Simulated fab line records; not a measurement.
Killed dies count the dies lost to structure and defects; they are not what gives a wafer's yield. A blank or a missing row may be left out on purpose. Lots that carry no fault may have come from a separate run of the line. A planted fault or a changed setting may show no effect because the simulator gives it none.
The tool behind it: which one?    flow berkeley_cmos170    14 lots with 42 wafers sampled at 4 steps, on a route of 331 steps

## WHAT THE GAUGES SHOWED, per wafer
UCB170_NWELL_THK_MEAS_02. Usual: for NWELL_OXIDE_THK the level is 26.0 nm and the standard deviation is 0.43.
lot   measured     on             NWELL_OXIDE_THK (nm)  flag
L219  day 2 04:13  film_metro-02  25.9 26.3 25.8        
L220  day 2 08:13  film_metro-02  26.6 26.7 26.5        
L221  day 2 14:23  film_metro-01  25.5 25.9 25.5        
L223  day 2 22:03  film_metro-01  26.0 25.8 25.5        
L225  day 3 06:15  film_metro-01  25.4 25.8 25.3        
L226  day 3 14:32  film_metro-01  26.4 26.5 26.4        
L227  day 3 14:33  film_metro-03  26.1 26.1 26.3        
L228  day 4 00:25  film_metro-03  25.3 25.6 25.4        
L232  day 4 21:17  film_metro-02  26.2 26.6 26.7        
L233  day 5 01:11  film_metro-01  26.2 26.5 26.2        
L235  day 5 05:49  film_metro-01  25.8 25.3 25.6        
L237  day 5 17:56  film_metro-02  25.9 25.8 26.4        
L240  day 6 05:37  film_metro-02  25.4 25.4 25.7        
L241  day 6 10:50  film_metro-02  25.9 26.1 25.6        

UCB170_NWELL_TW_MEAS_16. Usual: for NWELL_TW the level is 1256 and the standard deviation is 6.4.
lot   measured     on             NWELL_TW        flag
L219  day 2 14:36  film_metro-03  1262 1263 1265  
L220  day 2 18:50  film_metro-01  1248 1256 1252  
L221  day 2 23:47  film_metro-03  1260 1263 1260  
L223  day 3 06:59  film_metro-01  1257 1245 1257  
L225  day 3 15:44  film_metro-02  1260 1258 1260  
L226  day 3 22:03  film_metro-01  1257 1257 1260  
L227  day 3 21:50  film_metro-03  1301 1298 1294  OFF
L228  day 4 09:06  film_metro-03  1303 1294 1306  OFF
L232  day 5 03:53  film_metro-02  1248 1246 1254  
L233  day 5 09:32  film_metro-02  1250 1256 1257  
L235  day 5 13:00  film_metro-02  1252 1249 1260  
L237  day 6 01:14  film_metro-02  1247 1252 1248  
L240  day 6 11:43  film_metro-02  1255 1254 1250  
L241  day 6 18:16  film_metro-02  1249 1253 1255  

UCB170_ACTIVE_THK_MEAS_03. Usual: for ACTIVE_OXIDE_THK the level is 26.1 nm and the standard deviation is 0.42.
lot   measured     on             ACTIVE_OXIDE_THK (nm)  flag
L219  day 4 18:21  film_metro-02  25.7 26.0 25.7         
L220  day 4 18:24  film_metro-02  26.1 25.9 26.2         
L221  day 4 18:25  film_metro-04  26.6 26.5 26.7         
L223  day 4 22:38  film_metro-04  25.7 25.4 25.9         
L225  day 5 11:34  film_metro-02  25.7 26.0 25.8         
L226  day 5 18:31  film_metro-04  26.5 26.7 26.9         
L227  day 5 11:31  film_metro-02  25.6 25.6 25.6         
L228  day 6 00:55  film_metro-04  26.6 26.5 26.8         
L232  day 7 04:40  film_metro-02  26.5 26.1 26.4         
L233  day 7 04:43  film_metro-02  25.9 26.3 26.5         
L235  day 7 04:44  film_metro-04  26.1 26.2 26.0         
L237  day 8 00:32  film_metro-03  26.4 26.1 25.7         
L240  day 8 00:31  film_metro-04  26.7 26.8 27.1         
L241  day 8 00:28  film_metro-03  25.7 26.3 26.0         

## TOOL THAT RAN EACH LOT (tool first, then ch and the chambers of the sampled wafers, then the start)
lot   UCB170_NWELL_IMPLANT_14
L219  implanter-02 ch 0, day 2 14:22
L220  implanter-04 ch 0, day 2 18:35
L221  implanter-01 ch 0, day 2 23:34
L223  implanter-02 ch 0, day 3 06:44
L225  implanter-02 ch 0, day 3 15:30
L226  implanter-04 ch 0, day 3 21:48
L227  implanter-02 ch 0, day 3 21:37
L228  implanter-02 ch 0, day 4 08:53
L232  implanter-01 ch 0, day 5 03:38
L233  implanter-01 ch 0, day 5 09:17
L235  implanter-01 ch 0, day 5 12:46
L237  implanter-04 ch 0, day 6 01:01
L240  implanter-04 ch 0, day 6 11:29
L241  implanter-04 ch 0, day 6 17:59
- UCB170_NWELL_IMPLANT_14

## WHAT THE TOOLS THEMSELVES READ (means of the sampled wafers that have a number; where no wafer has one, the mark that the record gives instead)
UCB170_NWELL_IMPLANT_14. Usual: beam_energy_keV 150.00, standard deviation 0.044; dose_ions_cm2 1.0002e+13, standard deviation 1e+10; faraday_current_uA 31.7, standard deviation 0.62.
lot   tool          beam_energy_keV  dose_ions_cm2  faraday_current_uA  flag
L219  implanter-02  149.99           1.0009e+13     31.7                
L220  implanter-04  150.01           1.0003e+13     31.6                
L221  implanter-01  150.00           1.0004e+13     31.9                
L223  implanter-02  149.97           1.0006e+13     31.7                
L225  implanter-02  149.99           1.0004e+13     31.5                
L226  implanter-04  150.01           9.9927e+12     31.7                
L227  implanter-02  150.04           1.1003e+13     35.4                OFF
L228  implanter-02  149.95           1.1015e+13     34.0                OFF
L232  implanter-01  149.96           1.0006e+13     32.4                
L233  implanter-01  149.95           1.0006e+13     31.5                
L235  implanter-01  149.98           9.9947e+12     31.2                
L237  implanter-04  150.05           1.0012e+13     31.9                
L240  implanter-04  150.05           1.0011e+13     31.8                
L241  implanter-04  150.04           9.9997e+12     32.2                

## THE ANSWER, worked out from the rows above alone
Rule: take the mean of a lot's wafers that have a number; if it is more than 3 standard deviations from the usual mean, the lot is off. Also off: a lot with no number at a reading for which 4 or more lots have one. All remaining lots with rows at the step are treated as sound. First the gauges in route order, then the tools' own readings, where a lot's mean is used as printed above. At the first step where some lot is off, the reading lying furthest off is the one used; lots without a number count as furthest.
Off: L227, L228, at UCB170_NWELL_TW_MEAS_16 (NWELL_TW).
A tool fits if, at a process step before that reading, it ran every lot that is off, and no sound lot after the first of them. The gauges at UCB170_NWELL_TW_MEAS_16 aren't tried: what is off there is off at UCB170_NWELL_IMPLANT_14 too, on other tools, and a gauge's error can't cause that. One candidate fits, namely implanter-02 at UCB170_NWELL_IMPLANT_14. Its last sound lot is L225 (day 3 15:30), its first lot that is off L227 (day 3 21:37): a fault that began between those two fits.
The tool's own readings at UCB170_NWELL_IMPLANT_14 bear it out: on the lots that are off they differ by more than 5 times the standard deviation of the sound lots' means. dose_ions_cm2 reads 1.1009e+13 there against 1.0004e+13 on the sound lots; faraday_current_uA reads 34.7 there against 31.8 on the sound lots.

## WHAT WAS PUT IN BY THE SIMULATOR
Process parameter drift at UCB170_NWELL_IMPLANT_14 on implanter-02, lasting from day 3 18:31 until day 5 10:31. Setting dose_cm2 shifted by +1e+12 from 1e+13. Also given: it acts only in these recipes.
Struck lots among those shown: L227, L228. The rule above found the same.
